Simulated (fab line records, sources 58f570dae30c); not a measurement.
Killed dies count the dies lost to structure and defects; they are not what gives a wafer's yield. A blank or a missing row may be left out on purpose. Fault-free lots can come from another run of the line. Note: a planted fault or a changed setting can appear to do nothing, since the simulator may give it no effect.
A struck lot beside a sound one / flow berkeleyCmos170 / 16 out of 331 route steps
Sound: these wafers, L537.1, L537.4, L537.6. Wafers L550.4, L550.5, L550.6 were the ones struck. The cause comes at the end.
For every step that has rows: the tool of each side, followed by ch and its chambers, followed by its first start. Under that, the readings that differ: sound wafers / struck wafers / difference of the means / sigmas: that difference in standard deviations of wafers without a fault.
alike: readings whose means differ by less than 2 such deviations, and words and numbers that are the same on both sides. not compared: withheld readings, readings that some wafer has no value for, bounds like >300 that may hide the same value, and numbers for which the record gives no deviation and whose values overlap.
Wherever a step has rows on one side only, a row that says differs or no value, or a row with sigmas, the two part there. Non-overlapping numbers with no deviation appear without sigmas and do not part them. A reading missing from all wafers of one side parts the sides only when that side holds two or more wafers.

UCB170_V2_CMP_02: polishes SiO2.
  sound on cmp-01 ch 1,3, day 7 09:22; struck on cmp-02 ch 1,2,3, day 10 06:21
  alike: motorCurrentA
UCB170_V2_BOW_MEAS_03:
  sound on filmMetro-01 at day 7 09:40; struck on filmMetro-01 at day 10 06:34
  alike: V2_BOW
UCB170_V2_THK_MEAS_04:
  sound on filmMetro-01 at day 7 09:47; struck on filmMetro-01 at day 10 06:39
  alike: V2_POLISHED_THK
then, 7 steps without rows for these wafers: UCB170_V2_CLEAN_05 (cleans in DIW); UCB170_V2_HMDS_06 (prime time 60 s); UCB170_V2_COAT_07 (resist thk 900 nm); UCB170_V2_SOFTBAKE_08 (time 60 s); UCB170_V2_EXPOSE_09 (exposes mask VIA2, target cd 700 nm); UCB170_V2_PEB_10; UCB170_V2_DEVELOP_11 (develop time 45 s).
UCB170_V2_CD_MEAS_12: target cd 700 nm.
  sound on cdSem-01 at day 7 11:29; struck on cdSem-02 at day 10 07:53
  alike: cdNm
UCB170_V2_OVL_MEAS_13:
  sound on overlay-02 at day 7 11:36; struck on overlay-02 at day 10 07:58
  alike: V2_OVL
UCB170_V2_ETCH_14: etches SiO2 in CHF3/CF4/Ar, stops on Al, target depth 1250 nm, time 291 s.
  sound on rieDiel-04 ch 0,2,3, day 7 11:38; struck on rieDiel-03 ch 0,2,3, day 10 08:04
reading=oesProductAu (a.u.); sound=0.862 0.862 0.882; struck=0.965 0.971 0.944; difference=+0.091; sigmas=+8
reading=model.KrF_of_V2_COAT_07.thkNm (nm); sound=605.4 602.2 603.1; struck=652.5 651.8 652.8; difference=+48.8; sigmas=
  alike: cf4FlowSccm, drypumpMotorCurrentA, throttleValvePct
  not compared: rfHoursCounterH
UCB170_V2_STRIP_15: strips in O2.
  sound on plasmaAsher-02 ch 1, day 7 11:49; struck on plasmaAsher-04 ch 0,1, day 10 08:11
reading=stripTimeToEndpointS (s); sound=15.19 15.12 15.15; struck=16.24 16.25 16.27; difference=+1.10; sigmas=+12
  alike: drypumpMotorCurrentA, o2FlowSccm, oesProductAu
  not compared: rfHoursCounterH
UCB170_V2_CD_MEAS_90: target cd 700 nm.
  sound on cdSem-01 at day 7 11:55; struck on cdSem-02 at day 10 08:19
  alike: cdNm
UCB170_M3_PROBE_99:
  record: rows for the struck wafers here (prober-02, day 10 11:10), none for the sound ones

WHERE THEY PART
Last at UCB170_M3_PROBE_99 as far as this record goes, first at UCB170_V2_ETCH_14.

WHY: what had been put in by the simulator
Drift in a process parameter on rieDiel-03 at UCB170_V2_ETCH_14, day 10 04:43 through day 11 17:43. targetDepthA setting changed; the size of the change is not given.
